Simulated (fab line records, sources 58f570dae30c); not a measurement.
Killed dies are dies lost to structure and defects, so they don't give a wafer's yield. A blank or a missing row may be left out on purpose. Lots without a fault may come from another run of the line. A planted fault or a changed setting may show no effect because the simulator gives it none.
Which tool did it? | flow berkeley_cmos170 | 14 lots, 42 wafers sampled, at 1 step of a route of 331

WHAT THE GAUGES READ, wafer by wafer
UCB170_NWELL_OVL_MEAS_12. Usual: NWELL_OVL -5 nm, standard deviation 4.7.
lot  | measured    | on         | NWELL_OVL (nm) | flag
L405 | day 2 16:07 | overlay-02 | -4 -7 -5       |
L406 | day 2 23:37 | overlay-02 | -7 -6 -4       |
L407 | day 3 04:48 | overlay-01 | -9 -7 -5       |
L408 | day 3 04:52 | overlay-02 | -4 -4 -12      |
L409 | day 3 10:52 | overlay-02 | 2 2 4          |
L414 | day 4 13:41 | overlay-02 | -10 -5 -11     |
L416 | day 4 23:52 | overlay-02 | 0 -4 -2        |
L418 | day 5 09:25 | overlay-01 | -7 -7 -6       |
L419 | day 5 16:41 | overlay-02 | -8 -12 -10     |
L420 | day 5 16:59 | overlay-01 | -5 -5 -3       |
L421 | day 6 00:12 | overlay-01 | -11 -6 -4      |
L423 | day 6 08:59 | overlay-01 | -4 -4 -3       |
L425 | day 7 04:56 | overlay-02 | -13 -15 -8     |
L427 | day 7 14:55 | overlay-01 | -3 -5 -1       |

WHICH TOOL RAN EACH LOT (tool, then ch and the chambers of the sampled wafers, then the start)
The record holds no process step before these readings.

WHAT THE TOOLS THEMSELVES READ (means of the sampled wafers that have a number; where no wafer has one, the mark that the record gives instead)
The record holds no such reading with a usual standard deviation.

THE ANSWER, worked out from the rows above alone
Rule: a lot is off if the mean of its wafers that have a number lies more than 3 standard deviations from the usual mean. A lot without any number at a reading at which 4 lots or more have one is off too. The other lots that the step has rows for count as sound. The gauges are gone through in route order, then the tools' own readings, and for those a lot's mean is taken as printed above. The first step at which some lot is off is used, and at that step the reading that is off furthest; a lot without a number counts as furthest.
No lot is off at any reading shown: from this, nothing can be told.

WHAT THE SIMULATOR HAD PUT IN
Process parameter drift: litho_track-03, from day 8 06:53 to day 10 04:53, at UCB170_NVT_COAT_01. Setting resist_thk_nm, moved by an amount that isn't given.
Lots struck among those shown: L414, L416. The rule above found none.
